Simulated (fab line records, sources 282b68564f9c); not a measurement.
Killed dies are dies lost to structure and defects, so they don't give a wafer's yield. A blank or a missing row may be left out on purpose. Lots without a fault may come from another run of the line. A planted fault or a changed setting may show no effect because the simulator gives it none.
Which tool did it? | flow rit_cmos | 6 lots, 18 wafers sampled, at 1 step of a route of 202

WHAT THE GAUGES READ, wafer by wafer
RIT_GATE_THK_MEAS_07.
lot  | measured    | on            | GATE_OXIDE_THK (nm)
L746 | day 2 15:49 | film_metro-01 | 3.01 3.03 2.99
L748 | day 3 01:07 | film_metro-01 | 2.96 2.99 2.93
L750 | day 3 10:20 | film_metro-03 | 2.99 3.02 2.92
L758 | day 5 02:32 | film_metro-03 | 3.03 2.98 3.02
L762 | day 6 00:40 | film_metro-01 | 3.07 3.02 3.07
L767 | day 7 00:18 | film_metro-03 | 3.05 2.95 3.06

WHICH TOOL RAN EACH LOT (tool, then ch and the chambers of the sampled wafers, then the start)
The record holds no process step before these readings.

THE ANSWER, worked out from the rows above alone
Rule: what is usual is taken from the lots themselves. Put in order of their means at a reading, lots are off if they are a third of the lots or fewer, leave a main group of 4 or more, and stand apart from it by a gap of 3 or more times the standard deviation of the main group's means; of several such gaps the widest counts. A main group whose means are all the same, to the digits that the tables above print for the reading, isn't used. A lot without any number at a reading at which 4 lots or more have one is off too. The other lots that the step has rows for count as sound.
No lot is off at any reading shown: from this, nothing can be told.

WHAT THE SIMULATOR HAD PUT IN
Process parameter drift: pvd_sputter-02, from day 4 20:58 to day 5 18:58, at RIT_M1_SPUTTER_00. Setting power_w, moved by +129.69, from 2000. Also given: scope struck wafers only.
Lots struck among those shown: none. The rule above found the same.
